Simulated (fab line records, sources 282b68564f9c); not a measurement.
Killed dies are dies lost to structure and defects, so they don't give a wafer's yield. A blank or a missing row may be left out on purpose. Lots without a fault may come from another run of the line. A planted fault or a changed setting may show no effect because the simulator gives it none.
A struck lot beside a sound one | flow rit_cmos | 23 steps out of a route of 202
Sound: wafers L312.2, L312.4, L312.5. Struck: wafers L311.1, L311.3, L311.6. The cause comes at the end.
At each step with rows: each side's tool, then ch and its chambers, then its first start. Under that, the readings that differ: sound wafers | struck wafers | difference of the means | sigmas: that difference in standard deviations of wafers without a fault.
alike: readings whose means differ by less than 2 such deviations, and words and numbers that are the same on both sides. not compared: withheld readings, readings that some wafer has no value for, bounds like >300 that may hide the same value, and numbers for which the record gives no deviation and whose values overlap.
The two part at a step that has a row with sigmas, a row that says differs or no value, or rows on one side only. Numbers that don't overlap but have no deviation are shown without sigmas and don't part them. A reading that every wafer of one side lacks parts them only if that side has two wafers or more.

RIT_CONTACT_CD_MEAS_08: target cd 1000 nm.
  sound on cd_sem-01, day 4 12:05; struck on cd_sem-01, day 4 06:58
  alike: cd_nm
RIT_CONTACT_OVL_MEAS_09:
  sound on overlay-02, day 4 12:11; struck on overlay-02, day 4 07:05
  alike: CONTACT_OVL
then, 1 step without rows for these wafers: RIT_CONTACT_HARDBAKE_10 (time 60 s).
RIT_CONTACT_ETCH_11: etches SiO2 in CHF3/CF4/Ar, stops on TiSi2, target depth 480 nm, time 320 s.
  sound on rie_diel-03 ch 0,2,3, day 4 12:22; struck on rie_diel-02 ch 1,3, day 4 07:16
  alike: drypump_motor_current_A, oes_product_au, throttle_valve_pct
  not compared: rf_hours_counter_h
RIT_CONTACT_STRIP_12: strips in O2, time 180 s.
  sound on plasma_asher-01 ch 0,1, day 4 12:34; struck on plasma_asher-02 ch 0, day 4 07:28
  reading                     | sound       | struck      | difference | sigmas
  drypump_motor_current_A (A) | 5.5 4.9 5.5 | 6.2 6.2 6.2 | +0.9       | +2
  not compared: rf_hours_counter_h
RIT_CONTACT_CD_MEAS_90: target cd 1000 nm.
  sound on cd_sem-02, day 4 12:46; struck on cd_sem-02, day 4 07:38
  alike: cd_nm
then, 2 steps without rows for these wafers: RIT_CONTACT_CLEAN_13 (cleans in SC1, time 600 s); RIT_CONTACT_CLEAN_14 (cleans in SC2, time 600 s).
RIT_M1_SPUTTER_00: material Al, target thk 400 nm, time 484.9 s.
  sound on pvd_sputter-02, day 4 13:13; struck on pvd_sputter-03, day 4 08:07
  alike: throttle_valve_pct
RIT_M1_RS_MEAS_01: measures by four-point-probe.
  sound on film_metro-02, day 4 13:31; struck on film_metro-02, day 4 08:24
  alike: M1_AL_RS
RIT_M1_THK_MEAS_02: measures by xrf.
  sound on film_metro-02, day 4 13:38; struck on film_metro-02, day 4 08:31
  alike: M1_AL_THK
then, 1 step without rows for these wafers: RIT_M1_HMDS_03 (prime time 60 s).
RIT_M1_COAT_04: resist thk 1300 nm.
  sound on litho_track-01 ch 0, day 4 14:00; struck on litho_track-02 ch 0, day 4 08:44
  reading                                 | sound          | struck            | difference | sigmas
  model.NOVOLAK_of_M1_COAT_04.thk_nm (nm) | 1301 1297 1302 | 713.3 711.5 712.5 | -587.6     |
  alike: chill_plate_temp_C, exhaust_pa, resist_line_temp_C
then, 3 steps without rows for these wafers: RIT_M1_SOFTBAKE_05 (time 60 s); RIT_M1_EXPOSE_06 (exposes mask M12, target cd 2600 nm); RIT_M1_PEB_07.
RIT_M1_DEVELOP_08: develop time 70.4 s.
  sound on litho_track-04 ch 0; struck on litho_track-04 ch 0
  reading             | sound          | struck         | difference | sigmas
  model.M1.cd_nm (nm) | 2598 2600 2600 | 2543 2543 2543 | -56        |
  alike: chill_plate_temp_C, exhaust_pa, resist_line_temp_C
RIT_M1_CD_MEAS_09: target cd 2600 nm.
  sound on cd_sem-01, day 4 14:43; struck on cd_sem-01, day 4 09:35
  reading    | sound                | struck               | difference | sigmas
  cd_nm (nm) | 2597.8 2600.3 2600.4 | 2543.2 2542.6 2543.2 | -56.5      | -28
RIT_M1_OVL_MEAS_10:
  sound on overlay-02, day 4 14:50; struck on overlay-01, day 4 09:43
  alike: M1_OVL
then, 1 step without rows for these wafers: RIT_M1_HARDBAKE_11 (time 120 s).
RIT_M1_METAL_ETCH_12: etches Al in Cl2/BCl3, stops on SiO2, time 165 s, target depth 600 nm.
  sound on rie_metal-01 ch 0,1, day 4 15:07; struck on rie_metal-03 ch 0,1, day 4 10:00
  reading                                 | sound             | struck            | difference | sigmas
  model.NOVOLAK_of_M1_COAT_04.thk_nm (nm) | 818.3 806.3 815.7 | 306.1 300.1 293.4 | -513.6     |
  model.M1.cd_nm (nm)                     | 2598 2603 2604    | 2546 2545 2543    | -57        |
  alike: drypump_motor_current_A, oes_product_au, throttle_valve_pct
  not compared: rf_hours_counter_h
then, 1 step without rows for these wafers: RIT_M1_STRIP_13 (strips in nmp, time 600 s).
RIT_M1_PROBE_99:
  sound on prober-02, day 4 17:35; struck on prober-01, day 4 12:15
  reading                      | sound          | struck         | difference | sigmas
  model.etest.m1.width_nm (nm) | 2599 2609 2600 | 2545 2543 2542 | -59        |
  alike: defect_limited_yield, killed_at_contacts, killed_at_front_end, killed_dies, killed_open, killed_short, sort_bin_3_pad_short, sort_bin_5_function, sort_bin_6_memory, sort_n_pass, sort_yield_pct

WHERE THEY PART
First at RIT_CONTACT_STRIP_12; last, within this record, at RIT_M1_CD_MEAS_09. Later steps at which nothing parts them and some readings are alike: RIT_M1_OVL_MEAS_10, RIT_M1_METAL_ETCH_12, RIT_M1_PROBE_99.

WHY: what the simulator had put in
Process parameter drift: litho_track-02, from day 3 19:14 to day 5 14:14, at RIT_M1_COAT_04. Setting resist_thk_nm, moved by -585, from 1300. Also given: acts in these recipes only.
